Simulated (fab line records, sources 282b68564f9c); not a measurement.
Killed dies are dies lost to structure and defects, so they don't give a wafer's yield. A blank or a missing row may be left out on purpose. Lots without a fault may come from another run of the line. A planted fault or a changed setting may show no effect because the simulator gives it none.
Which tool did it? | flow rit_cmos | 14 lots, 42 wafers sampled, at 2 steps of a route of 202

WHAT THE GAUGES READ, wafer by wafer
RIT_CONTACT_CD_MEAS_08: target cd 1000 nm. Usual: cd_nm 1000.0 nm, standard deviation 2.9.
lot  | measured    | on        | cd_nm (nm)                          | flag
L966 | day 3 09:48 | cd_sem-01 | 998.0 999.3 996.7                   |
L967 | day 3 09:56 | cd_sem-02 | 999.9 999.4 1000.1                  |
L968 | day 3 13:46 | cd_sem-02 | 995.5 993.4 993.7                   |
L970 | day 4 00:38 | cd_sem-02 | 999.6 1000.4 1000.1                 |
L971 | day 4 05:21 | cd_sem-02 | 1004.7 1006.0 1003.8                |
L972 | day 4 10:03 | cd_sem-01 | 995.0 995.9 995.8                   |
L973 | day 4 13:50 | cd_sem-01 | 997.8 998.8 998.9                   |
L974 | day 4 20:23 | cd_sem-02 | 998.8 1001.9 1001.9                 |
L979 | day 5 21:38 | cd_sem-02 | 940.6 942.2 942.4 940.4 942.2 942.6 | OFF
L981 | day 6 07:44 | cd_sem-02 | 948.9 946.5 946.7 948.8 946.5 946.8 | OFF
L982 | day 6 11:37 | cd_sem-02 | 1003.1 1002.6 1005.8                |
L985 | day 7 02:55 | cd_sem-02 | 1000.6 1000.9 999.8                 |
L986 | day 7 08:04 | cd_sem-02 | 1004.2 1003.4 1003.3                |
L988 | day 7 17:34 | cd_sem-01 | 1002.0 1002.1 1000.6                |

WHICH TOOL RAN EACH LOT (tool, then ch and the chambers of the sampled wafers, then the start)
lot  | RIT_CONTACT_DEVELOP_07
L966 | litho_track-03 ch 0, day 3 09:00
L967 | litho_track-01 ch 0, day 3 09:00
L968 | litho_track-03 ch 0, day 3 13:00
L970 | litho_track-04 ch 0, day 4 00:00
L971 | litho_track-01 ch 0, day 4 05:00
L972 | litho_track-01 ch 0, day 4 09:00
L973 | litho_track-01 ch 0, day 4 13:00
L974 | litho_track-04 ch 0, day 4 20:00
L979 | litho_track-01 ch 0, day 5 21:00
L981 | litho_track-01 ch 0, day 6 07:00
L982 | litho_track-04 ch 0, day 6 11:00
L985 | litho_track-03 ch 0, day 7 02:00
L986 | litho_track-03 ch 0, day 7 07:00
L988 | litho_track-03 ch 0, day 7 17:00
- RIT_CONTACT_DEVELOP_07: develop time 120 s.

WHAT THE TOOLS THEMSELVES READ (means of the sampled wafers that have a number; where no wafer has one, the mark that the record gives instead)
The record holds no such reading with a usual standard deviation.

THE ANSWER, worked out from the rows above alone
Rule: a lot is off if the mean of its wafers that have a number lies more than 3 standard deviations from the usual mean. A lot without any number at a reading at which 4 lots or more have one is off too. The other lots that the step has rows for count as sound. The gauges are gone through in route order, then the tools' own readings, and for those a lot's mean is taken as printed above. The first step at which some lot is off is used, and at that step the reading that is off furthest; a lot without a number counts as furthest.
Off: L979, L981, at RIT_CONTACT_CD_MEAS_08 (cd_nm).
A tool fits if, at a process step before that reading, it ran every lot that is off, and no sound lot after the first of them. The gauges at RIT_CONTACT_CD_MEAS_08 are tried like those tools. One fits: litho_track-01 at RIT_CONTACT_DEVELOP_07. Its last sound lot is L973 (day 4 13:00), its first lot that is off L979 (day 5 21:00): a fault that began between those two fits.

WHAT THE SIMULATOR HAD PUT IN
Process parameter drift: litho_track-01, from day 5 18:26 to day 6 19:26, at RIT_CONTACT_DEVELOP_07. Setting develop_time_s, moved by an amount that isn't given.
Lots struck among those shown: L979, L981. The rule above found the same.
